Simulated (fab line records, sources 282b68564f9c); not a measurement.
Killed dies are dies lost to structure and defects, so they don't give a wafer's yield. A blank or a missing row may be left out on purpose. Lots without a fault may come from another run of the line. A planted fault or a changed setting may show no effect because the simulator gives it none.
A struck lot beside a sound one | flow rit_cmos | 17 steps out of a route of 202
Sound: wafers L766.2, L766.4, L766.6. Struck: wafers L760.1, L760.2, L760.3. The cause comes at the end.
At each step with rows: each side's tool, then ch and its chambers, then its first start. Under that, the readings that differ: sound wafers | struck wafers | difference of the means | sigmas: that difference in standard deviations of wafers without a fault.
alike: readings whose means differ by less than 2 such deviations, and words and numbers that are the same on both sides. not compared: withheld readings, readings that some wafer has no value for, bounds like >300 that may hide the same value, and numbers for which the record gives no deviation and whose values overlap.
The two part at a step that has a row with sigmas, a row that says differs or no value, or rows on one side only. Numbers that don't overlap but have no deviation are shown without sigmas and don't part them. A reading that every wafer of one side lacks parts them only if that side has two wafers or more.

first, 1 step without rows for these wafers: RIT_PRETRO_DEVELOP_05 (develop time 68 s).
RIT_PRETRO_OVL_MEAS_06:
  sound on overlay-02, day 5 15:22; struck on overlay-02, day 4 08:49
  alike: PRETRO_OVL
then, 2 steps without rows for these wafers: RIT_PRETRO_HARDBAKE_07 (time 120 s); RIT_PRETRO_IMPLANT_08.
RIT_PRETRO_STRIP_09: strips in O2, time 180 s.
  sound on plasma_asher-02 ch 0,1, day 5 15:48; struck on plasma_asher-02 ch 0,1, day 4 09:15
  alike: drypump_motor_current_A
  not compared: rf_hours_counter_h
RIT_PRETRO_TW_MEAS_10:
  sound on film_metro-01, day 5 15:59; struck on film_metro-03, day 4 09:26
  alike: PRETRO_TW
then, 5 steps without rows for these wafers: RIT_GATE_WET_ETCH_00 (etches SiO2 in BOE, target depth 56 nm, time 60 s); RIT_GATE_CLEAN_01 (cleans in SC1, time 600 s); RIT_GATE_CLEAN_02 (cleans in dHF, time 30 s); RIT_GATE_CLEAN_03 (cleans in SC2, time 600 s); RIT_GATE_CLEAN_04 (cleans in dHF, time 60 s).
RIT_FOX2_THK_MEAS_91:
  sound on film_metro-04, day 5 16:29; struck on film_metro-03, day 4 09:55
  alike: FIELD_OXIDE_LEFT_2_THK
RIT_GATE_OXIDATION_05: target thk 3 nm, ox time 270 s.
  sound on furnace-04 ch 0, day 5 18:20; struck on furnace-01 ch 0, day 4 12:11
  reading                                     | sound            | struck            | difference | sigmas
  model.SiO2_of_GATE_OXIDATION_05.thk_nm (nm) | 3.001 2.91 2.978 | 3.496 3.525 3.514 | +0.549     |
  alike: spike_tc_centre_C, spike_tc_source_C
then, 1 step without rows for these wafers: RIT_GATE_ANNEAL_06 (time 600 s).
RIT_GATE_THK_MEAS_07:
  sound on film_metro-03, day 5 20:59; struck on film_metro-03, day 4 14:59
  reading             | sound          | struck         | difference | sigmas
  GATE_OXIDE_THK (nm) | 2.99 2.92 3.02 | 3.51 3.51 3.49 | +0.53      | +8
then, 1 step without rows for these wafers: RIT_GATE_CVD_08 (deposits poly-Si from SiH4, target thk 250 nm, time 2220 s).
RIT_M1_PROBE_99:
  sound on prober-02, day 6 20:07; struck on prober-01, day 5 14:23
  reading                             | sound             | struck            | difference | sigmas
  model.etest.pmos_0p3.r_on_ohm_um    | 6210 6034 6142    | 7133 7287 7208    | +1081      |
  model.etest.pmos_turned.r_on_ohm_um | 3298 3209 3267    | 3757 3874 3727    | +528       |
  model.etest.pmos_0p15.r_on_ohm_um   | 2690 2626 2632    | 3001 3070 2987    | +370       |
  model.etest.nmos_0p3.r_on_ohm_um    | 2198 2133 2163    | 2377 2442 2401    | +242       |
  model.etest.nmos_0p15.drive_ua_um   | 471.1 487.3 474.3 | 418 410.1 423.4   | -60        |
  model.etest.nmos_narrow.drive_ua_um | 223.9 235.8 224   | 180.6 178.9 179.4 | -48.3      |
  model.etest.nmos_0p3.drive_ua_um    | 221.7 231.3 225.3 | 183.1 179.8 181.3 | -44.7      |
  alike: killed_at_front_end, killed_dies, killed_open, killed_short
  not compared: model.etest.nmos_0p15.r_on_ohm_um

WHERE THEY PART
Only at RIT_GATE_THK_MEAS_07, within this record. Later steps at which nothing parts them and some readings are alike: RIT_M1_PROBE_99.

WHY: what the simulator had put in
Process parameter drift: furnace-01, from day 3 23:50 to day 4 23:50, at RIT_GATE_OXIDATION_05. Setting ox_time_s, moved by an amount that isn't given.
